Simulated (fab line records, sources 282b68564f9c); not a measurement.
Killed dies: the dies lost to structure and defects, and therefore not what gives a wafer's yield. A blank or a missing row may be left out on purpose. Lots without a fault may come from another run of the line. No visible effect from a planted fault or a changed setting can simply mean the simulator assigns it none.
8D (eight disciplines) problem report, filled in by code || flow ritCmos || the parts of the form that need people (team, actions taken, sign-off) are left out

== 1. WHAT WENT WRONG ==
Mean ACTIVE_NITRIDE_THK at RIT_ACTIVE_THK_MEAS_04: 186.6 nm over 6 wafers in 2 lots; fault-free wafers: 150.0 nm, standard deviation 1.4. That puts it +26 standard deviations away from the usual mean.
Earliest sighting: wafer L457.2 on filmMetro-04 at day 3 15:37. Wafers with a number at this step in the record: 42, from 14 lots. Rule for "out", or "out of limits": more than 4 standard deviations from the usual mean. The other wafers with a number count as sound.

== 2. WHAT IT IS; WHAT IT IS NOT ==
{"question": "which readings at this step", "is": "ACTIVE_NITRIDE_THK", "is not": "-"}
{"question": "which lots", "is": "L457, L461", "is not": "L448, L449, L450, L451, L452, L453, L455, L463, L467, L468, L469, L470"}
{"question": "which wafers of those lots", "is": "all that have a number", "is not": "-"}
{"question": "read on which gauges", "is": "filmMetro-02, filmMetro-04", "is not": "filmMetro-01"}
{"question": "when", "is": "from day 3 15:37", "is not": "up to then (21 sound wafers); but 15 sound wafers of L463, L467, L468, L469, L470 came after"}

== 3. WHAT RULES OUT EACH SUSPECT ==
Counting: a tool stays on the suspect list if, at a process step up to the reading, it processed all lots that are out and no sound lot following the first of them.
- the gauge at RIT_ACTIVE_THK_MEAS_04: ruled out. The wafers that are out were read on 2 gauges (filmMetro-02, filmMetro-04).
- lpcvd-02 at RIT_ACTIVE_CVD_03 (deposits Si3N4 from SiH2Cl2/NH3, target thk 150 nm, time 1500 s): kept. Every lot that is out went through it, starting with L457 (day 3 14:12), and after that it ran no sound lot; the last sound lot it ran before then is L455 (day 3 04:07). On those wafers its own readings are out: spikeTcCentreC.
After counting, what remains is lpcvd-02 at RIT_ACTIVE_CVD_03.

== 4. THE CAUSE (what the simulator had put in) ==
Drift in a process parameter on lpcvd-02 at RIT_ACTIVE_CVD_03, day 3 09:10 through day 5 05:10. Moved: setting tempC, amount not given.
The count eliminated every tool but this one.

== 5. THE EFFECT CHAIN, in route order ==
One row per reading whose mean, taken over the struck wafers that have a number, lies over 3 standard deviations from the usual. Scope: only readings with a usual standard deviation given in the record; hours: median across lots of the time from each lot's start at the first step in this table that gives one to its start at this step; sigmas: change in usual standard deviations.
{"hours": 0, "step": "RIT_ACTIVE_CVD_03", "reading": "spikeTcCentreC", "usual": "812.9 C", "on struck wafers": 825.6, "change": "+12.8", "sigmas": "+8.5"}
{"hours": 0, "step": "RIT_ACTIVE_CVD_03", "reading": "spikeTcLoadC", "usual": "831 C", "on struck wafers": 848, "change": "+17", "sigmas": "+3.3"}
{"hours": 2, "step": "RIT_ACTIVE_THK_MEAS_04", "reading": "ACTIVE_NITRIDE_THK", "usual": "150.0 nm", "on struck wafers": 186.6, "change": "+36.6", "sigmas": "+26"}
{"hours": 3, "step": "RIT_ACTIVE_ETCH_13", "reading": "oesProductAu", "usual": "0.823 a.u.", "on struck wafers": 0.930, "change": "+0.107", "sigmas": "+6.7"}
The process steps in it:
- RIT_ACTIVE_CVD_03: deposits Si3N4 from SiH2Cl2/NH3, target thk 150 nm, time 1500 s.
- RIT_ACTIVE_ETCH_13: etches Si3N4 in SF6, stops on SiO2, time 210 s, target depth 210 nm.

== 6. WHAT WOULD HAVE CAUGHT IT SOONER ==
Counted from the fault's start at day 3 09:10, it took 6 hours until the first out-of-limits reading at a measuring or inspecting step in this record, taken at day 3 15:37.
Tool's own readings at RIT_ACTIVE_CVD_03, spikeTcCentreC: out on all struck wafers the step has rows for; an alarm limit on them would have tripped on the first.
L461, from the lots that are out (2), started RIT_ACTIVE_CVD_03 on lpcvd-02 later than day 3 15:37. Had the tool been put on hold then, it would have been spared.
